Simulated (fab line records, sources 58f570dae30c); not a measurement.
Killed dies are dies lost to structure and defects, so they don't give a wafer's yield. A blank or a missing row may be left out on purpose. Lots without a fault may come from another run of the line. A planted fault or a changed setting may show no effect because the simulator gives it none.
A struck lot beside a sound one | flow berkeley_cmos170 | 14 steps out of a route of 331
Sound: wafers L360.1, L360.3, L360.4. Struck: wafers L355.1, L355.4, L355.5. The cause comes at the end.
At each step with rows: each side's tool, then ch and its chambers, then its first start. Under that, the readings that differ: sound wafers | struck wafers | difference of the means | sigmas: that difference in standard deviations of wafers without a fault.
alike: readings whose means differ by less than 2 such deviations, and words and numbers that are the same on both sides. not compared: withheld readings, readings that some wafer has no value for, bounds like >300 that may hide the same value, and numbers for which the record gives no deviation and whose values overlap.
The two part at a step that has a row with sigmas, a row that says differs or no value, or rows on one side only. Numbers that don't overlap but have no deviation are shown without sigmas and don't part them. A reading that every wafer of one side lacks parts them only if that side has two wafers or more.

first, 1 step without rows for these wafers: UCB170_PWELL_DEVELOP_12 (develop time 45 s).
UCB170_PWELL_OVL_MEAS_13:
  sound on overlay-01, day 6 15:21; struck on overlay-01, day 5 14:29
  alike: PWELL_OVL
UCB170_PWELL_ETCH_14: etches Si3N4 in CH3F/Ar/O2, stops on SiO2, target depth 242 nm, time 151 s.
  sound on rie_diel-01 ch 0,2,3, day 6 15:23; struck on rie_diel-03 ch 0,2, day 5 14:31
  alike: drypump_motor_current_A, mfc_ar_sccm, oes_product_au, throttle_valve_pct
  not compared: rf_hours_counter_h
then, 1 step without rows for these wafers: UCB170_PWELL_IMPLANT_15.
UCB170_PWELL_STRIP_16: strips in O2.
  sound on plasma_asher-01 ch 0,1, day 6 15:38; struck on plasma_asher-01 ch 1, day 5 14:46
  alike: drypump_motor_current_A, oes_product_au, strip_time_to_endpoint_s
  not compared: rf_hours_counter_h
UCB170_PWELL_TW_MEAS_17:
  sound on film_metro-02, day 6 15:44; struck on film_metro-02, day 5 14:52
  alike: PWELL_TW
then, 5 steps without rows for these wafers: UCB170_PWELL_CLEAN_18 (cleans in SPM, time 600 s); UCB170_PWELL_WET_ETCH_19 (etches Si3N4 in H3PO4, time 14400 s); UCB170_PWELL_WET_ETCH_20 (etches SiO2 in BOE, time 22 s); UCB170_WELLDRIVE_CLEAN_00 (cleans in SPM, time 600 s); UCB170_WELLDRIVE_OXIDATION_01 (target thk 199 nm, ox time 9000 s).
UCB170_WELLDRIVE_THK_MEAS_02:
  sound on film_metro-03, day 7 03:55; struck on film_metro-04, day 6 00:48
  alike: WELLDRIVE_OXIDE_THK
UCB170_WELLDRIVE_ANNEAL_03: time 900 s.
  sound on furnace-04 ch 0, day 7 06:02; struck on furnace-03, day 6 03:58
  no value came back on the struck wafers for spike_tc_centre_C (C), spike_tc_load_C (C), spike_tc_source_C (C); on the sound wafers spike_tc_centre_C (C) reads 1104.6 1103.4 1101.8
then, 1 step without rows for these wafers: UCB170_WELLDRIVE_WET_ETCH_04 (etches SiO2 in BOE, time 120 s).

WHERE THEY PART
Only at UCB170_WELLDRIVE_ANNEAL_03, within this record.

WHY: what the simulator had put in
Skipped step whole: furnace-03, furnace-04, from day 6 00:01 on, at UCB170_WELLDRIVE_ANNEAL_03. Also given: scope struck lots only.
